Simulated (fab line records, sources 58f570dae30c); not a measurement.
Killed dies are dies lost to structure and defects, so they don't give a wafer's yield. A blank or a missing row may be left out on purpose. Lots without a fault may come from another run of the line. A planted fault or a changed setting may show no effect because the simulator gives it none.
fab line records | flow berkeley_cmos170
record lots=7 wafers=21 last_day=12
route steps=331 shown BACKSIDE@202 SDANNEAL@204 PSD@206 NSD@207 PLDD@208 NLDD@209 SILICIDE@210 CONTACT@216 M1@238 M3@331
lots that met no fault: from a run of the same line without faults
start_h: hours from the record's first day to the start of the lot's first wafer shown | wait_h: hours since the lot's step before | " the same as in the row above | L1.1+2: a row that stands for several wafers | - no value, or no start given | * or withheld: withheld | < > ~ a bound
route shown NAME@n: a module of which the file shows steps, and the number in the route of the first | usual: mean/standard deviation of fault-free wafers | same: alike in all rows | chamber/n: place in a boat | sites: the reading at each site | _std_site: their standard deviation | _edge_site: outer sites' mean less inner sites' | radius_mm: how far each site lies from the wafer's centre | mask NAME#n: copy n | behind: the tool/chamber that last shaped the wafer | hold: why the lot was held/for how many hours/how that ended | device: the transistor (n, p or np) that didn't switch | end of line: the same wafers' tests at the end of the route | a step without rows: its recipe alone | killed: dies lost to structure and defects at the first sort, not the wafer's yield | map: a wafer's dies, x killed, . not, _ none there
set.NAME: the setting as run; set.NAME@STEP: as run at that earlier step | model.NAME: the simulator's own value behind a step, which no gauge read
lots at some steps of the route; a table a step, a row a wafer
services: from which hour (start_h, from the record's first day; less than 0 if before it) a tool's chamber was out of use, for how many hours, and why
## steps
# step UCB170_BACKSIDE_STRIP_03
# recipe chemistry=O2 power_w=400 pressure_mtorr=3500 platen_temp_c=withheld o2_flow_sccm=400 overash_fraction=0.5
# usual drypump_motor_current_A=6.23/0.23 oes_product_au=0.735/0.0041 strip_time_to_endpoint_s=21.93/0.063
# columns lot.wafer tool chamber start_h wait_h drypump_motor_current_A oes_product_au rf_hours_counter_h strip_time_to_endpoint_s
L402.1 plasma_asher-04 0 168.62 0.1 6.37 0.728 52 21.95
L402.3 " 1 " " 6.04 0.736 - 21.89
L402.4 " 0 " " 6.38 0.738 - 21.89
L407.1 plasma_asher-01 1 201.86 0.1 6.25 0.735 42 21.91
L407.5 " 1 " " 6.25 0.731 - 21.97
L407.6 " 0 " " 6.27 0.740 - 21.91
L408.1 plasma_asher-04 1 202.58 0.1 6.06 0.733 55 22.07
L408.2 " 0 " " 6.37 0.743 55 22.04
L408.6 " 1 " " 6.03 0.735 - 21.97
L406.1 plasma_asher-03 1 203.03 0.1 5.88 0.736 8 21.73
L406.3 " 1 " " 5.88 0.734 - 21.88
L406.5 " 1 " " 5.87 0.731 - 21.83
L410.3 plasma_asher-03 1 216.53 0.1 5.88 0.738 - 21.84
L410.4 " 0 " " 6.53 0.743 - 21.83
L410.6 " 1 " " 5.86 0.733 - 21.84
L419.1 plasma_asher-03 1 258.96 0.1 5.86 0.732 14 21.90
L419.2 " 0 " " 6.51 0.730 14 21.89
L419.5 " 1 " " 5.87 0.739 - 21.93
L421.1 plasma_asher-04 1 268.68 0.1 6.05 0.734 62 21.98
L421.4 " 1 " " 6.05 0.732 - 21.95
L421.5 " 1 " " 6.03 0.734 - 21.91
# step UCB170_BACKSIDE_CLEAN_04
# recipe chemistry=SPM temp_c=120 time_s=600
# step UCB170_SDANNEAL_RTA_00
# recipe temp_c=900 time_s=10 ambient=N2
# step UCB170_SDANNEAL_RTA_01
# recipe temp_c=1050 time_s=5 ambient=N2
# step UCB170_SDANNEAL_RS_MEAS_02
# recipe thk_meas_gauge=four-point-probe
# usual PSD_RS=75.54/0.28
# columns lot.wafer tool chamber start_h wait_h PSD_RS[ohm/sq]
L402.1 film_metro-04 - 169.02 0.0 75.50
L402.3 " - " " 75.36
L402.4 " - " " 75.02
L407.1 film_metro-04 - 202.28 0.0 75.01
L407.5 " - " " 75.33
L407.6 " - " " 75.05
L408.1 film_metro-04 - 203.18 0.0 75.10
L408.2 " - " " 75.39
L408.6 " - " " 75.43
L406.1 film_metro-04 - 204.81 0.0 75.86
L406.3 " - " " 75.99
L406.5 " - " " 75.97
L410.3 film_metro-04 - 216.94 0.1 75.51
L410.4 " - " " 75.76
L410.6 " - " " 75.35
L419.1 film_metro-02 - 259.36 0.0 75.97
L419.2 " - " " 76.05
L419.5 " - " " 75.72
L421.1 film_metro-02 - 269.08 0.0 75.78
L421.4 " - " " 75.80
L421.5 " - " " 75.65
# step UCB170_SDANNEAL_RS_MEAS_03
# recipe thk_meas_gauge=four-point-probe
# usual NSD_RS=37.24/0.09
# columns lot.wafer tool chamber start_h wait_h NSD_RS[ohm/sq]
L402.1 film_metro-04 - 169.14 0.1 37.25
L402.3 " - " " 37.22
L402.4 " - " " 37.25
L407.1 film_metro-04 - 202.40 0.1 37.25
L407.5 " - " " 37.29
L407.6 " - " " 37.29
L408.1 film_metro-04 - 203.30 0.1 37.22
L408.2 " - " " 37.18
L408.6 " - " " 37.28
L406.1 film_metro-04 - 204.93 0.1 37.20
L406.3 " - " " 37.12
L406.5 " - " " 37.20
L410.3 film_metro-04 - 217.06 0.1 37.16
L410.4 " - " " 37.15
L410.6 " - " " 37.16
L419.1 film_metro-02 - 259.48 0.1 37.23
L419.2 " - " " 37.45
L419.5 " - " " 37.25
L421.1 film_metro-02 - 269.20 0.1 37.13
L421.4 " - " " 37.06
L421.5 " - " " 37.24
# step UCB170_SDANNEAL_RS_MEAS_04
# recipe thk_meas_gauge=four-point-probe
# usual PLDD_RS=1030.8/2.7
# columns lot.wafer tool chamber start_h wait_h PLDD_RS[ohm/sq]
L402.1 film_metro-04 - 169.26 0.1 1028.9
L402.3 " - " " 1031.2
L402.4 " - " " 1030.5
L407.1 film_metro-04 - 202.52 0.1 1029.6
L407.5 " - " " 1027.7
L407.6 " - " " 1033.0
L408.1 film_metro-04 - 203.42 0.1 1023.9
L408.2 " - " " 1027.6
L408.6 " - " " 1027.3
L406.1 film_metro-04 - 205.05 0.1 1030.0
L406.3 " - " " 1029.0
L406.5 " - " " 1028.3
L410.3 film_metro-04 - 217.18 0.1 1029.8
L410.4 " - " " 1032.6
L410.6 " - " " 1029.7
L419.1 film_metro-02 - 259.60 0.1 1034.0
L419.2 " - " " 1031.8
L419.5 " - " " 1031.4
L421.1 film_metro-02 - 269.32 0.1 1033.9
L421.4 " - " " 1036.5
L421.5 " - " " 1031.8
# step UCB170_SDANNEAL_RS_MEAS_05
# recipe thk_meas_gauge=four-point-probe
# usual NLDD_RS=616.3/1.4
# columns lot.wafer tool chamber start_h wait_h NLDD_RS[ohm/sq]
L402.1 film_metro-04 - 169.38 0.1 616.7
L402.3 " - " " 614.7
L402.4 " - " " 616.5
L407.1 film_metro-04 - 202.64 0.1 613.8
L407.5 " - " " 614.6
L407.6 " - " " 614.6
L408.1 film_metro-04 - 203.54 0.1 614.1
L408.2 " - " " 614.2
L408.6 " - " " 615.0
L406.1 film_metro-04 - 205.17 0.1 614.3
L406.3 " - " " 614.3
L406.5 " - " " 615.3
L410.3 film_metro-04 - 217.30 0.1 616.2
L410.4 " - " " 616.1
L410.6 " - " " 614.3
L419.1 film_metro-02 - 259.72 0.1 617.2
L419.2 " - " " 615.6
L419.5 " - " " 616.7
L421.1 film_metro-02 - 269.44 0.1 617.6
L421.4 " - " " 616.3
L421.5 " - " " 615.7
# step UCB170_SILICIDE_PRE_CLEAN_00
# recipe gas=Ar preclean_etch_time_s=60
# step UCB170_SILICIDE_SPUTTER_01
# recipe material=Ti target_thk_nm=30 time_s=25 power_w=1500 chamber_pressure_pa=0.5
# step UCB170_SILICIDE_RS_MEAS_02
# recipe thk_meas_gauge=four-point-probe reads=Ti_of_SILICIDE_SPUTTER_01
# usual SILICIDE_TI_RS=26.2/0.35
# columns lot.wafer tool chamber start_h wait_h SILICIDE_TI_RS[ohm/sq]
L402.1 film_metro-03 - 169.60 0.0 26.1
L402.3 " - " " 25.8
L402.4 " - " " 25.9
L407.1 film_metro-01 - 202.88 0.0 26.4
L407.5 " - " " 26.3
L407.6 " - " " 26.3
L408.1 film_metro-03 - 203.75 0.0 26.2
L408.2 " - " " 26.2
L408.6 " - " " 26.5
L406.1 film_metro-02 - 205.39 0.0 26.5
L406.3 " - " " 26.7
L406.5 " - " " 26.6
L410.3 film_metro-03 - 217.51 0.1 26.4
L410.4 " - " " 26.3
L410.6 " - " " 26.4
L419.1 film_metro-03 - 259.93 0.0 25.9
L419.2 " - " " 26.2
L419.5 " - " " 26.5
L421.1 film_metro-03 - 269.65 0.0 26.2
L421.4 " - " " 25.9
L421.5 " - " " 25.9
# step UCB170_SILICIDE_THK_MEAS_03
# recipe thk_meas_gauge=xrf reads=Ti_of_SILICIDE_SPUTTER_01
# usual SILICIDE_TI_THK=30.2/0.36
# columns lot.wafer tool chamber start_h wait_h SILICIDE_TI_THK[nm]
L402.1 film_metro-03 - 169.72 0.1 30.3
L402.3 " - " " 30.6
L402.4 " - " " 30.5
L407.1 film_metro-01 - 203.00 0.1 30.1
L407.5 " - " " 30.3
L407.6 " - " " 30.3
L408.1 film_metro-03 - 203.87 0.1 30.2
L408.2 " - " " 30.1
L408.6 " - " " 30.0
L406.1 film_metro-02 - 205.51 0.1 29.7
L406.3 " - " " 29.5
L406.5 " - " " 29.4
L410.3 film_metro-03 - 217.61 0.1 29.8
L410.4 " - " " 30.1
L410.6 " - " " 30.0
L419.1 film_metro-03 - 260.05 0.1 30.5
L419.2 " - " " 30.4
L419.5 " - " " 30.0
L421.1 film_metro-03 - 269.77 0.1 30.3
L421.4 " - " " 30.6
L421.5 " - " " 30.6
# step UCB170_SILICIDE_RTA_04
# recipe temp_c=650 time_s=15 ambient=N2
# usual lamp_power_pct=10.0/0.4 wafer_temp_C_max=652.3/0.53
# columns lot.wafer tool chamber start_h wait_h lamp_power_pct wafer_temp_C_max
L402.1 rtp_anneal-02 0 169.78 0.1 10.4 653.0
L402.3 " 0 " " 10.4 652.2
L402.4 " 0 " " 10.4 652.2
L407.1 rtp_anneal-02 0 203.06 0.1 10.4 653.2
L407.5 " 0 " " 10.4 652.4
L407.6 " 0 " " 10.4 652.4
L408.1 rtp_anneal-02 0 203.93 0.1 10.4 652.0
L408.2 " 0 " " 10.4 652.8
L408.6 " 0 " " 10.4 652.5
L406.1 rtp_anneal-02 0 205.57 0.1 10.4 652.4
L406.3 " 0 " " 10.4 653.4
L406.5 " 0 " " 10.4 652.1
L410.3 rtp_anneal-02 0 217.68 0.1 10.4 652.0
L410.4 " 0 " " 10.4 653.0
L410.6 " 0 " " 10.4 651.0
L419.1 rtp_anneal-01 0 260.11 0.1 9.6 651.9
L419.2 " 0 " " 9.6 652.7
L419.5 " 0 " " 9.6 652.0
L421.1 rtp_anneal-01 0 269.83 0.1 9.6 651.8
L421.4 " 0 " " 9.6 652.4
L421.5 " 0 " " 9.6 652.3
# step UCB170_SILICIDE_WET_ETCH_05
# recipe chemistry=SPM time_s=45 temp_c=120 target=Ti
# step UCB170_CONTACT_CLEAN_00
# recipe chemistry=SPM temp_c=120 time_s=600
# step UCB170_CONTACT_CVD_01
# recipe material=PSG target_thk_nm=700 temp_c=450 precursor=SiH4/O2/PH3 time_s=2820 pressure_mtorr=300 sih4_flow_sccm=60 o2_flow_sccm=90 ph3_flow_sccm=25
# step UCB170_CONTACT_THK_MEAS_02
# recipe reads=PSG_of_CONTACT_CVD_01
# usual CONTACT_PSG_THK=704/5
# columns lot.wafer tool chamber start_h wait_h CONTACT_PSG_THK[nm]
L402.1 film_metro-01 - 171.83 0.0 708
L402.3 " - " " 707
L402.4 " - " " 713
L407.1 film_metro-01 - 206.85 0.0 708
L407.5 " - " " 702
L407.6 " - " " 702
L408.1 film_metro-04 - 206.85 0.0 705
L408.2 " - " " 703
L408.6 " - " " 705
L406.1 film_metro-04 - 208.64 0.0 707
L406.3 " - " " 710
L406.5 " - " " 712
L410.3 film_metro-01 - 219.73 0.0 692
L410.4 " - " " 700
L410.6 " - " " 698
L419.1 film_metro-04 - 262.27 0.0 704
L419.2 " - " " 706
L419.5 " - " " 707
L421.1 film_metro-03 - 273.46 0.0 703
L421.4 " - " " 702
L421.5 " - " " 704
# step UCB170_CONTACT_HMDS_03
# recipe prime_time_s=60 prime_temp_c=100
# step UCB170_CONTACT_COAT_04
# recipe resist=KrF spin_rpm=1500 resist_thk_nm=900
# step UCB170_CONTACT_SOFTBAKE_05
# recipe resist=KrF temp_c=130 time_s=60
# step UCB170_CONTACT_STRIP_06
# recipe chemistry=O2 power_w=400 pressure_mtorr=3500 platen_temp_c=withheld o2_flow_sccm=400 overash_fraction=0.5
# step UCB170_CONTACT_CLEAN_07
# recipe chemistry=SPM temp_c=120 time_s=600
# step UCB170_CONTACT_RTA_08
# recipe temp_c=900 time_s=10 ambient=N2
# usual lamp_power_pct=23.2/0.95 wafer_temp_C_max=903.1/0.85
# columns lot.wafer tool chamber start_h wait_h lamp_power_pct wafer_temp_C_max
L402.1 rtp_anneal-01 0 172.63 0.0 22.3 902.5
L402.3 " 0 " " 22.3 902.6
L402.4 " 0 " " 22.3 901.9
L407.1 rtp_anneal-01 0 207.64 0.0 22.3 902.6
L407.5 " 0 " " 22.3 903.0
L407.6 " 0 " " 22.3 903.2
L408.1 rtp_anneal-02 0 207.64 0.0 24.2 904.5
L408.2 " 0 " " 24.2 905.4
L408.6 " 0 " " 24.2 904.3
L406.1 rtp_anneal-01 0 210.49 0.0 22.3 902.9
L406.3 " 0 " " 22.3 904.2
L406.5 " 0 " " 22.3 902.8
L410.3 rtp_anneal-02 0 220.52 0.0 24.2 903.6
L410.4 " 0 " " 24.2 904.9
L410.6 " 0 " " 24.2 904.7
L419.1 rtp_anneal-01 0 263.23 0.0 22.3 902.5
L419.2 " 0 " " 22.4 902.1
L419.5 " 0 " " 22.3 902.5
L421.1 rtp_anneal-01 0 274.26 0.0 22.3 902.6
L421.4 " 0 " " 22.3 901.4
L421.5 " 0 " " 22.3 902.0
# step UCB170_CONTACT_COAT_09
# recipe resist=BARC temp_c=withheld time_s=withheld spin_rpm=3000 resist_thk_nm=withheld
# step UCB170_CONTACT_COAT_10
# recipe resist=KrF spin_rpm=1500 resist_thk_nm=900
# step UCB170_CONTACT_SOFTBAKE_11
# recipe resist=KrF temp_c=130 time_s=60
# step UCB170_CONTACT_EXPOSE_12
# recipe mask_id=CONT target_cd_nm=700 na=0.5 sigma_outer=0.6 source_shape=conventional dose_mj=35
# step UCB170_CONTACT_PEB_13
# recipe peb_temp_c=130 peb_time_s=withheld resist=KrF
# step UCB170_CONTACT_DEVELOP_14
# recipe developer=TMAH develop_time_s=45 resist=KrF dev_temp_c=21
# step UCB170_CONTACT_CD_MEAS_15
# recipe target_cd_nm=700
# usual cd_nm=700.1/1.3
# columns lot.wafer tool chamber start_h wait_h cd_nm
L402.1 cd_sem-01 - 173.65 - 699.8
L402.3 " - " " 700.1
L402.4 " - " " 699.1
L407.1 cd_sem-02 - 208.77 - 700.9
L407.5 " - " " 699.5
L407.6 " - " " 699.9
L408.1 cd_sem-02 - 208.89 - 699.6
L408.2 " - " " 700.2
L408.6 " - " " 700.6
L406.1 cd_sem-02 - 212.39 - 696.5
L406.3 " - " " 697.5
L406.5 " - " " 699.6
L410.3 cd_sem-02 - 221.51 - 698.9
L410.4 " - " " 698.9
L410.6 " - " " 700.6
L419.1 cd_sem-02 - 264.95 - 699.7
L419.2 " - " " 699.7
L419.5 " - " " 700.0
L421.1 cd_sem-01 - 275.23 - 701.0
L421.4 " - " " 702.0
L421.5 " - " " 701.0
# step UCB170_CONTACT_OVL_MEAS_16
# usual CONTACT_OVL=0/5.9
# columns lot.wafer tool chamber start_h wait_h CONTACT_OVL[nm]
L402.1 overlay-02 - 173.77 0.1 -2
L402.3 " - " " -2
L402.4 " - " " 4
L407.1 overlay-02 - 208.89 0.1 1
L407.5 " - " " 2
L407.6 " - " " -1
L408.1 overlay-02 - 209.01 0.1 9
L408.2 " - " " 0
L408.6 " - " " -4
L406.1 overlay-02 - 212.51 0.1 -9
L406.3 " - " " -3
L406.5 " - " " -11
L410.3 overlay-01 - 221.60 0.1 -9
L410.4 " - " " -5
L410.6 " - " " -10
L419.1 overlay-02 - 265.07 0.1 6
L419.2 " - " " 1
L419.5 " - " " -1
L421.1 overlay-01 - 275.35 0.1 -1
L421.4 " - " " 4
L421.5 " - " " -4
# step UCB170_CONTACT_ETCH_17
# recipe chemistry=N2/H2 target_depth_a=withheld overetch_a=withheld target=BARC time_s=withheld source_w=500 bias_w=100 pressure_mtorr=30 n2_flow_sccm=100 h2_flow_sccm=200
# step UCB170_CONTACT_ETCH_18
# recipe chemistry=CHF3/CF4/Ar target=PSG stop_on=TiSi2 CHF3_flow_sccm=45 cf4_flow_sccm=15 Ar_flow_sccm=150 pressure_mtorr=200 rf_w=700 target_depth_a=8400 over_etch_frac=0.2 time_s=195
# usual drypump_motor_current_A=5.7/0.53 oes_product_au=0.899/0.013 throttle_valve_pct=6.90/0.1
# columns lot.wafer tool chamber start_h wait_h drypump_motor_current_A oes_product_au rf_hours_counter_h throttle_valve_pct
L402.1 rie_diel-02 1 - - 5.9 0.905 69 6.88
L402.3 " 3 " " 6.3 0.916 15 6.84
L402.4 " 0 " " 5.5 0.905 133 6.77
L407.1 rie_diel-03 2 - - 5.3 0.903 26 6.74
L407.5 " 0 " " 5.7 0.906 - 6.95
L407.6 " 1 " " 5.1 0.909 - 6.90
L408.1 rie_diel-01 3 - - 6.0 0.898 48 6.80
L408.2 " 2 " " 5.9 0.894 7 6.88
L408.6 " 0 " " 6.8 0.882 - 6.96
L406.1 rie_diel-03 0 - - 5.7 0.894 136 6.95
L406.3 " 2 " " 5.3 0.900 26 6.75
L406.5 " 3 " " 4.9 0.924 - 6.95
L410.3 rie_diel-02 0 - - 5.5 0.892 135 6.75
L410.4 " 2 " " 6.1 0.905 6 7.10
L410.6 " 1 " " 5.9 0.888 - 6.88
L419.1 rie_diel-03 3 - - 4.9 0.923 23 6.92
L419.2 " 2 " " 5.4 0.894 29 6.73
L419.5 " 2 " " 5.3 0.900 - 6.75
L421.1 rie_diel-01 1 - - 5.8 0.894 89 7.08
L421.4 " 3 " " 6.0 0.889 52 6.79
L421.5 " 1 " " 5.8 0.902 - 7.06
# step UCB170_CONTACT_STRIP_19
# recipe chemistry=O2 power_w=400 pressure_mtorr=3500 platen_temp_c=withheld o2_flow_sccm=400 overash_fraction=0.5
# usual drypump_motor_current_A=6.17/0.21 oes_product_au=0.725/0.005
# columns lot.wafer tool chamber start_h wait_h drypump_motor_current_A oes_product_au rf_hours_counter_h
L402.1 plasma_asher-04 1 173.97 - 6.04 0.723 52
L402.3 " 0 " " 6.39 0.719 -
L402.4 " 1 " " 6.03 0.733 -
L407.1 plasma_asher-04 0 209.09 - 6.36 0.727 55
L407.5 " 1 " " 6.02 0.720 -
L407.6 " 0 " " 6.37 0.731 -
L408.1 plasma_asher-01 1 209.21 - 6.26 0.724 43
L408.2 " 0 " " 6.30 0.728 43
L408.6 " 1 " " 6.25 0.727 -
L406.1 plasma_asher-04 0 212.71 - 6.36 0.723 56
L406.3 " 0 " " 6.37 0.717 -
L406.5 " 0 " " 6.38 0.716 -
L410.3 plasma_asher-02 1 221.83 - 5.69 0.721 -
L410.4 " 0 " " 6.19 0.721 -
L410.6 " 1 " " 5.71 0.721 -
L419.1 plasma_asher-04 0 265.27 - 6.36 0.737 62
L419.2 " 1 " " 6.02 0.715 62
L419.5 " 1 " " 6.02 0.723 -
L421.1 plasma_asher-02 0 275.55 - 6.22 0.719 49
L421.4 " 1 " " 5.72 0.730 -
L421.5 " 0 " " 6.23 0.726 -
# step UCB170_CONTACT_CD_MEAS_90
# recipe target_cd_nm=700
# usual cd_nm=700.0/1.3
# columns lot.wafer tool chamber start_h wait_h cd_nm
L402.1 cd_sem-01 - 174.07 0.1 699.5
L402.3 " - " " 700.1
L402.4 " - " " 697.8
L407.1 cd_sem-02 - 209.20 0.1 701.2
L407.5 " - " " 699.1
L407.6 " - " " 700.5
L408.1 cd_sem-01 - 209.40 0.2 700.1
L408.2 " - " " 699.6
L408.6 " - " " 700.8
L406.1 cd_sem-01 - 212.81 0.1 696.8
L406.3 " - " " 698.2
L406.5 " - " " 700.1
L410.3 cd_sem-02 - 221.93 0.1 700.3
L410.4 " - " " 699.2
L410.6 " - " " 700.8
L419.1 cd_sem-02 - 265.37 0.1 699.9
L419.2 " - " " 700.3
L419.5 " - " " 700.8
L421.1 cd_sem-01 - 275.65 0.1 700.9
L421.4 " - " " 702.1
L421.5 " - " " 701.1
# step UCB170_CONTACT_CLEAN_20
# recipe chemistry=SPM temp_c=120 time_s=600
# step UCB170_M1_SPUTTER_00
# recipe material=Al target_thk_nm=600 time_s=80 power_w=6000 chamber_pressure_pa=0.5
# usual throttle_valve_pct=30.5/1
# columns lot.wafer tool chamber start_h wait_h throttle_valve_pct
L402.1 pvd_sputter-02 - 174.38 0.0 29.4
L402.3 " - " " 30.9
L402.4 " - " " 31.2
L407.1 pvd_sputter-01 - 210.32 0.0 31.8
L407.5 " - " " 31.9
L407.6 " - " " 32.2
L408.1 pvd_sputter-03 - 210.32 0.0 31.7
L408.2 " - " " 28.8
L408.6 " - " " 31.5
L406.1 pvd_sputter-02 - 213.21 0.0 29.8
L406.3 " - " " 31.0
L406.5 " - " " 31.0
L410.3 pvd_sputter-03 - 222.19 0.0 31.4
L410.4 " - " " 29.2
L410.6 " - " " 29.5
L419.1 pvd_sputter-01 - 266.14 0.0 32.0
L419.2 " - " " 31.2
L419.5 " - " " 32.2
L421.1 pvd_sputter-02 - 277.80 0.0 29.4
L421.4 " - " " 31.0
L421.5 " - " " 30.9
# step UCB170_M1_RS_MEAS_01
# recipe thk_meas_gauge=four-point-probe reads=Al_of_M1_SPUTTER_00
# usual M1_AL_RS=0.0483/0.00048
# columns lot.wafer tool chamber start_h wait_h M1_AL_RS[ohm/sq]
L402.1 film_metro-01 - 174.45 0.0 0.0491
L402.3 " - " " 0.0487
L402.4 " - " " 0.0491
L407.1 film_metro-04 - 210.38 0.0 0.0487
L407.5 " - " " 0.0488
L407.6 " - " " 0.0487
L408.1 film_metro-02 - 210.38 0.0 0.0481
L408.2 " - " " 0.0482
L408.6 " - " " 0.0479
L406.1 film_metro-04 - 213.27 0.0 0.0482
L406.3 " - " " 0.0483
L406.5 " - " " 0.0482
L410.3 film_metro-04 - 222.29 0.1 0.0478
L410.4 " - " " 0.0479
L410.6 " - " " 0.0477
L419.1 film_metro-04 - 266.20 0.0 0.0489
L419.2 " - " " 0.0489
L419.5 " - " " 0.0487
L421.1 film_metro-01 - 277.86 0.0 0.0484
L421.4 " - " " 0.0483
L421.5 " - " " 0.0482
# step UCB170_M1_THK_MEAS_02
# recipe thk_meas_gauge=xrf reads=Al_of_M1_SPUTTER_00
# usual M1_AL_THK=597/6
# columns lot.wafer tool chamber start_h wait_h M1_AL_THK[nm]
L402.1 film_metro-01 - 174.57 0.1 594
L402.3 " - " " 597
L402.4 " - " " 591
L407.1 film_metro-04 - 210.50 0.1 595
L407.5 " - " " 591
L407.6 " - " " 593
L408.1 film_metro-02 - 210.50 0.1 591
L408.2 " - " " 587
L408.6 " - " " 594
L406.1 film_metro-04 - 213.39 0.1 600
L406.3 " - " " 600
L406.5 " - " " 601
L410.3 film_metro-04 - 222.39 0.1 600
L410.4 " - " " 607
L410.6 " - " " 606
L419.1 film_metro-04 - 266.32 0.1 589
L419.2 " - " " 596
L419.5 " - " " 593
L421.1 film_metro-01 - 277.98 0.1 598
L421.4 " - " " 600
L421.5 " - " " 600
# step UCB170_M1_COAT_03
# recipe resist=BARC temp_c=withheld time_s=withheld spin_rpm=3000 resist_thk_nm=withheld
# step UCB170_M1_COAT_04
# recipe resist=KrF spin_rpm=1500 resist_thk_nm=900
# step UCB170_M1_SOFTBAKE_05
# recipe resist=KrF temp_c=130 time_s=60
# step UCB170_M3_PROBE_99
# columns lot.wafer tool chamber start_h wait_h model.etest.ppoly_line.line_ohm_um model.etest.npoly_line.line_ohm_um model.etest.ppoly_line.rs_ohm_sq model.etest.npoly_line.rs_ohm_sq model.etest.pplus_sal.line_ohm_um model.etest.ppoly_sal.rs_ohm_sq model.etest.nplus_sal.line_ohm_um model.etest.npoly_sal.rs_ohm_sq
L402.1 prober-01 - 188.33 0.1 15.02 14.75 4.714 4.678 5.097 4.055 4.913 4.033
L402.3 prober-01 - 188.43 0.2 14.82 14.46 4.769 4.716 5.229 4.048 5.112 4.001
L402.4 prober-01 - 188.48 0.2 14.81 14.72 4.796 4.666 5.378 4.045 5.268 4.004
L407.1 prober-01 - 226.06 0.1 15.08 14.93 4.847 4.796 5.175 4.112 5.053 4.033
L407.5 prober-01 - 226.26 0.2 15.11 14.72 4.791 4.773 5.232 4.096 5.148 4.081
L407.6 prober-01 - 226.31 0.2 14.97 14.78 4.898 4.782 5.317 4.121 5.283 4.074
L408.1 prober-02 - 226.94 0.1 13.21 12.88 4.243 4.167 4.896 3.704 4.814 3.663
L408.2 prober-02 - 226.99 0.1 13.02 12.93 4.233 4.176 4.934 3.71 4.827 3.669
L408.6 prober-02 - 227.19 0.2 13.35 13.11 4.249 4.215 5.013 3.728 4.957 3.669
L406.1 prober-01 - 228.21 0.1 13.37 12.99 4.271 4.203 4.849 3.693 4.781 3.671
L406.3 prober-01 - 228.31 0.2 13.61 13.54 4.354 4.282 4.958 3.759 4.871 3.664
L406.5 prober-01 - 228.41 0.2 13.58 13.38 4.31 4.232 4.908 3.729 4.872 3.707
L410.3 prober-02 - 236.30 0.2 13.21 12.76 4.248 4.212 4.791 3.756 4.644 3.661
L410.4 prober-02 - 236.35 0.2 13.3 13.16 4.256 4.194 4.734 3.713 4.689 3.663
L410.6 prober-02 - 236.45 0.2 12.98 12.84 4.239 4.17 4.807 3.686 4.735 3.634
L419.1 prober-01 - 282.19 0.1 14.88 14.66 4.793 4.724 5.11 4.118 4.966 4.027
L419.2 prober-01 - 282.24 0.1 14.95 14.81 4.757 4.715 5.112 4.113 5.053 4.025
L419.5 prober-01 - 282.39 0.2 15.15 14.89 4.89 4.732 5.199 4.123 5.179 4.056
L421.1 prober-01 - 294.55 0.1 15.08 14.67 4.801 4.755 5.282 4.091 5.169 4.036
L421.4 prober-01 - 294.70 0.2 15.02 14.82 4.721 4.694 5.128 4.057 5.081 3.98
L421.5 prober-01 - 294.75 0.2 15.03 14.74 4.79 4.718 5.314 4.074 5.159 4.05
# killed by level:class
L402.1 WELLDRIVE:geometric_particle:short=1 GATE:geometric_particle:short=1
L402.3 SILICIDE:geometric_particle:open=1 M1:geometric_particle:short=1 V1:geometric_particle:short=1 V2:geometric_particle:open=1
L402.4 START:geometric_particle:short=1 GATE:geometric_particle:open=1 GATE:geometric_particle:short=1 SPACER:geometric_particle:open=1 M2:geometric_particle:open=1 V2:geometric_particle:open=1
L407.1 SILICIDE:geometric_particle:open=1 M2:geometric_particle:short=1 V2:geometric_particle:open=1
L407.5 GATE:geometric_particle:short=1
L407.6 SILICIDE:geometric_particle:open=1
L406.1 SILICIDE:geometric_particle:open=2 M2:geometric_particle:short=2 SPACER:geometric_particle:open=1
L406.3 SPACER:geometric_particle:open=1 M2:geometric_particle:short=1
L406.5 SPACER:geometric_particle:short=1
L410.3 GATE:geometric_particle:short=1 M2:geometric_particle:short=1 M3:geometric_particle:open=1
L410.4 GATE:geometric_particle:open=1 M1:geometric_particle:short=1 M2:geometric_particle:short=1 V2:geometric_particle:open=1
L410.6 WELLDRIVE:geometric_particle:short=1 SACOX:geometric_particle:open=1
L419.1 V2:geometric_particle:open=2 GATE:geometric_particle:short=1
L419.2 SACOX:geometric_particle:open=1 V1:geometric_particle:open=1 V2:geometric_particle:short=1 V2:geometric_particle:open=1 ACTIVE:area_etch=1
L419.5 V2:geometric_particle:open=1 M3:geometric_particle:open=1
L421.1 GATE:geometric_particle:short=1 GATE:geometric_particle:open=1
L421.4 SPACER:geometric_particle:open=1 CONTACT:geometric_particle:open=1 V1:geometric_particle:short=1 V1:geometric_particle:open=1 M2:geometric_particle:short=1 V2:geometric_particle:open=1
L421.5 GATE:geometric_particle:short=1 M1:geometric_particle:short=1
## services
# columns tool chamber start_h hours kind
pvd_sputter-03 - 151.71 2.1 repair
plasma_asher-03 - 158.33 0.9 repair
pvd_sputter-02 - 171.84 1.0 repair
rie_diel-03 3 181.73 14.2 repair
rie_diel-03 1 186.50 8.4 repair
rie_diel-01 3 227.52 4.8 repair
pvd_sputter-03 - 242.93 5.7 repair
rie_diel-03 0 253.65 - clean
rie_diel-03 0 253.65 23.2 scheduled_down
rie_diel-03 0 253.65 23.2 vent_cycle
rie_diel-02 0 254.06 7.2 repair
rie_diel-02 0 261.27 - clean
rie_diel-02 0 261.27 16.4 scheduled_down
rie_diel-02 0 261.27 16.4 vent_cycle
rie_diel-01 1 266.59 7.8 repair
## key
first_sign none at tools or gauges
model_effect step=UCB170_M3_PROBE_99 value=etest.ppoly_line.line_ohm_um without=14.89 struck=13.29
met_at UCB170_SILICIDE_RTA_04
struck_wafers L406.1,L406.3,L406.5,L408.1,L408.2,L408.6,L410.3,L410.4,L410.6
sort_left_out L408.1,L408.2,L408.6
tester_left_out L406,L408,L410
onset_between 203.06 203.93
fault kind=process_parameter_drift tool=rtp_anneal-02 chamber=- onset_h=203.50 steps=UCB170_SILICIDE_RTA_04 channel=time_s offset=* shape=step end_h=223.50 acts_in=* stated=*
# tester_left_out: of these lots the tester's yield and bins aren't shown, on N5 and GAA mostly nor the transistor test; their killed dies are dies lost to structure and defects alone, not to doping, threshold or leakage, so they don't give the yield
# sort_left_out: the simulated sort isn't trusted on such a fault, so these wafers' sort isn't shown, and their yield isn't known
